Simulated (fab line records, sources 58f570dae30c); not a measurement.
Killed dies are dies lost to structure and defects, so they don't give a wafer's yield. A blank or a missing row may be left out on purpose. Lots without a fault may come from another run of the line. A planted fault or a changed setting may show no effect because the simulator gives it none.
Chamber matching | flow berkeley_cmos170 | UCB170_GATE_ETCH_15 on rie_si-01: 3 sister chambers
The step etches poly-Si in HBr/Cl2, stops on SiO2, time 56.3 s, target depth 278.2 nm. 16 wafers are shown with their chamber, then 7 later ones without.

WAFERS WITH THEIR CHAMBER
wafer  | chamber | drypump_motor_current_A (A) | throttle_valve_pct (%) | HBr_flow_sccm (sccm)
L291.1 | 2       | 6.7                         | 26.72                  | 149.4
L291.2 | 0       | 5.1                         | 26.64                  | 150.0
L291.5 | 1       | 6.7                         | 26.54                  | 150.0
L292.2 | 2       | 6.7                         | 26.74                  | 149.9
L292.3 | 0       | 5.1                         | 26.64                  | 149.2
L292.5 | 2       | 6.7                         | 26.71                  | 149.8
L294.1 | 0       | 5.1                         | 26.64                  | 149.6
L294.5 | 1       | 6.7                         | 26.51                  | 149.9
L294.6 | 0       | 5.1                         | 26.63                  | 149.3
L296.2 | 2       | 6.7                         | 26.71                  | 149.4
L296.4 | 1       | 6.6                         | 26.53                  | 150.5
L296.5 | 2       | 6.6                         | 26.73                  | 149.7
L297.3 | 0       | 5.1                         | 26.63                  | 149.2
L297.4 | 2       | 6.7                         | 26.73                  | 149.5
L297.5 | 2       | 6.6                         | 26.72                  | 149.9
L299.3 | 2       | 6.7                         | 26.72                  | 149.7

SIGNATURES (means of the wafers above)
reading                 | chamber 0 | chamber 1 | chamber 2 | scatter within a chamber
drypump_motor_current_A | 5.100     | 6.667     | 6.675     | 0.0408
throttle_valve_pct      | 26.6360   | 26.5267   | 26.7225   | 0.0101
HBr_flow_sccm           | 149.460   | 150.133   | 149.662   | 0.274
Rule: a wafer's distance from a chamber is the root of the sum, over the readings, of the square of ((its reading less the chamber's mean) divided by the reading's scatter). The wafer belongs to the nearest chamber; if the next one is less than 2 further off, it can't be placed. The scatter: the root of (the sum of the squares of (reading less its chamber's mean) over the shown wafers, divided by (wafers less chambers)).

WAFERS WITHOUT THEIR CHAMBER
wafer  | drypump_motor_current_A (A) | throttle_valve_pct (%) | HBr_flow_sccm (sccm)
L299.5 | 6.6                         | 26.54                  | 149.4
L299.6 | 6.7                         | 26.72                  | 150.2
L303.3 | 5.1                         | 26.63                  | 150.2
L303.4 | 6.6                         | 26.53                  | 150.3
L308.2 | 5.1                         | 26.63                  | 149.5
L308.5 | 6.6                         | 26.53                  | 150.1
L308.6 | 5.1                         | 26.64                  | 150.2

WHICH CHAMBER EACH WENT THROUGH
wafer  | from the rows above | in truth
L299.5 | 1                   | 1
L299.6 | 2                   | 2
L303.3 | 0                   | 0
L303.4 | 1                   | 1
L308.2 | 0                   | 0
L308.5 | 1                   | 1
L308.6 | 0                   | 0
Placed correctly: 7 of 7. Can't be placed from these rows: 0. Placed wrongly: 0.
